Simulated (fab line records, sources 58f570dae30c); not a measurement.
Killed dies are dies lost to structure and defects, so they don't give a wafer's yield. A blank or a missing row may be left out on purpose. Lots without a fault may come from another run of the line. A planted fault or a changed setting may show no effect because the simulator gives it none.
Which tool did it? | flow berkeley_cmos170 | 15 lots, 45 wafers sampled, at 4 steps of a route of 331

WHAT THE GAUGES READ, wafer by wafer
UCB170_FIELD_THK_MEAS_02. Usual: FIELD_OXIDE_THK 559 nm, standard deviation 8.5.
lot  | measured     | on            | FIELD_OXIDE_THK (nm) | flag
L797 | day 5 08:06  | film_metro-04 | 553 564 549          |
L798 | day 5 08:05  | film_metro-03 | 546 531 552          |
L799 | day 5 20:58  | film_metro-02 | 566 566 567          |
L800 | day 6 04:50  | film_metro-04 | 558 560 564          |
L801 | day 6 04:50  | film_metro-03 | 565 558 564          |
L805 | day 7 06:42  | film_metro-03 | 865 841 863          | OFF
L806 | day 7 21:32  | film_metro-02 | 881 885 890          | OFF
L809 | day 8 10:41  | film_metro-04 | 834 858 837          | OFF
L810 | day 8 10:38  | film_metro-02 | 558 554 552          |
L812 | day 8 19:19  | film_metro-02 | 565 569 578          |
L813 | day 9 04:27  | film_metro-04 | 556 564 568          |
L815 | day 9 12:49  | film_metro-02 | 563 553 557          |
L816 | day 9 20:08  | film_metro-04 | 551 553 554          |
L817 | day 9 20:09  | film_metro-02 | 561 566 570          |
L819 | day 10 10:49 | film_metro-02 | 550 553 543          |

UCB170_FIELD_THK_MEAS_90. Usual: FIELD_OXIDE_LEFT_1_THK 443 nm, standard deviation 8.8.
lot  | measured     | on            | FIELD_OXIDE_LEFT_1_THK (nm) | flag
L797 | day 5 16:42  | film_metro-03 | 438 447 432                 |
L798 | day 5 16:41  | film_metro-04 | 429 414 435                 |
L799 | day 6 06:07  | film_metro-04 | 449 450 451                 |
L800 | day 6 14:34  | film_metro-03 | 440 441 446                 |
L801 | day 6 14:37  | film_metro-03 | 450 444 448                 |
L805 | day 7 15:58  | film_metro-03 | 747 723 746                 | OFF
L806 | day 8 03:58  | film_metro-04 | 764 767 773                 | OFF
L809 | day 8 16:25  | film_metro-03 | 717 741 721                 | OFF
L810 | day 8 21:07  | film_metro-04 | 441 435 435                 |
L812 | day 9 06:06  | film_metro-04 | 450 454 463                 |
L813 | day 9 13:49  | film_metro-04 | 439 448 453                 |
L815 | day 9 21:09  | film_metro-04 | 447 438 442                 |
L816 | day 10 07:03 | film_metro-02 | 433 435 436                 |
L817 | day 10 07:04 | film_metro-03 | 445 450 452                 |
L819 | day 10 23:58 | film_metro-02 | 432 434 425                 |

UCB170_FIELD_THK_MEAS_91. Usual: FIELD_OXIDE_LEFT_2_THK 354 nm, standard deviation 9.
lot  | measured     | on            | FIELD_OXIDE_LEFT_2_THK (nm) | flag
L797 | day 6 16:25  | film_metro-02 | 349 359 344                 |
L798 | day 6 16:03  | film_metro-02 | 340 325 346                 |
L799 | day 7 06:53  | film_metro-02 | 360 362 363                 |
L800 | day 7 17:28  | film_metro-02 | 351 353 357                 |
L801 | day 7 17:40  | film_metro-02 | 361 354 359                 |
L805 | day 8 16:56  | film_metro-03 | 660 636 658                 | OFF
L806 | day 9 05:06  | film_metro-03 | 675 679 684                 | OFF
L809 | day 9 13:38  | film_metro-02 | 629 652 632                 | OFF
L810 | day 9 19:55  | film_metro-03 | 352 348 346                 |
L812 | day 10 07:10 | film_metro-04 | 362 367 376                 |
L813 | day 10 18:30 | film_metro-04 | 351 361 366                 |
L815 | day 11 01:08 | film_metro-02 | 359 349 354                 |
L816 | day 11 10:13 | film_metro-04 | 346 348 349                 |
L817 | day 11 10:08 | film_metro-03 | 357 361 365                 |
L819 | day 12 03:35 | film_metro-02 | 344 346 336                 |

WHICH TOOL RAN EACH LOT (tool, then ch and the chambers of the sampled wafers, then the start)
lot  | UCB170_FIELD_OXIDATION_01
L797 | furnace-01 ch 0, day 5 05:05
L798 | furnace-01 ch 0, day 5 05:05
L799 | furnace-01 ch 0, day 5 17:58
L800 | furnace-02 ch 0, day 6 01:50
L801 | furnace-02 ch 0, day 6 01:50
L805 | furnace-04 ch 0, day 6 23:26
L806 | furnace-02 ch 0, day 7 13:29 and furnace-01 ch 0, day 7 17:47
L809 | furnace-02 ch 0, day 8 00:49
L810 | furnace-02 ch 0, day 8 07:38
L812 | furnace-01 ch 0, day 8 16:17
L813 | furnace-01 ch 0, day 9 01:27
L815 | furnace-01 ch 0, day 9 09:48
L816 | furnace-04 ch 0, day 9 17:08
L817 | furnace-04 ch 0, day 9 17:08
L819 | furnace-02 ch 0, day 10 07:49
- UCB170_FIELD_OXIDATION_01: target thk 558.3 nm, ox time 7200 s.

WHAT THE TOOLS THEMSELVES READ (means of the sampled wafers that have a number; where no wafer has one, the mark that the record gives instead)
UCB170_FIELD_OXIDATION_01. Usual: ox_temp_c_max 1003.8, standard deviation 0.89; spike_tc_load_C 1025 C, standard deviation 3.2.
lot  | tool                  | ox_temp_c_max | spike_tc_load_C (C) | flag
L797 | furnace-01            | 1004.4        | 1024                |
L798 | furnace-01            | 1004.2        | 1024                |
L799 | furnace-01            | 1004.1        | 1023                |
L800 | furnace-02            | 1003.7        | 1029                |
L801 | furnace-02            | 1003.7        | 1027                |
L805 | furnace-04            | 1004.1        | 1022                |
L806 | furnace-02/furnace-01 | 1003.8        | 1026                |
L809 | furnace-02            | 1003.4        | 1029                |
L810 | furnace-02            | 1003.0        | 1028                |
L812 | furnace-01            | 1004.1        | 1023                |
L813 | furnace-01            | 1004.6        | 1023                |
L815 | furnace-01            | 1004.0        | 1023                |
L816 | furnace-04            | 1003.9        | 1022                |
L817 | furnace-04            | 1003.4        | 1021                |
L819 | furnace-02            | 1003.8        | 1029                |

THE ANSWER, worked out from the rows above alone
Rule: a lot is off if the mean of its wafers that have a number lies more than 3 standard deviations from the usual mean. A lot without any number at a reading at which 4 lots or more have one is off too. The other lots that the step has rows for count as sound. The gauges are gone through in route order, then the tools' own readings, and for those a lot's mean is taken as printed above. The first step at which some lot is off is used, and at that step the reading that is off furthest; a lot without a number counts as furthest.
Off: L805, L806, L809, at UCB170_FIELD_THK_MEAS_02 (FIELD_OXIDE_THK).
A tool fits if, at a process step before that reading, it ran every lot that is off, and no sound lot after the first of them. The gauges at UCB170_FIELD_THK_MEAS_02 are tried like those tools. None of those tried fits.

WHAT THE SIMULATOR HAD PUT IN
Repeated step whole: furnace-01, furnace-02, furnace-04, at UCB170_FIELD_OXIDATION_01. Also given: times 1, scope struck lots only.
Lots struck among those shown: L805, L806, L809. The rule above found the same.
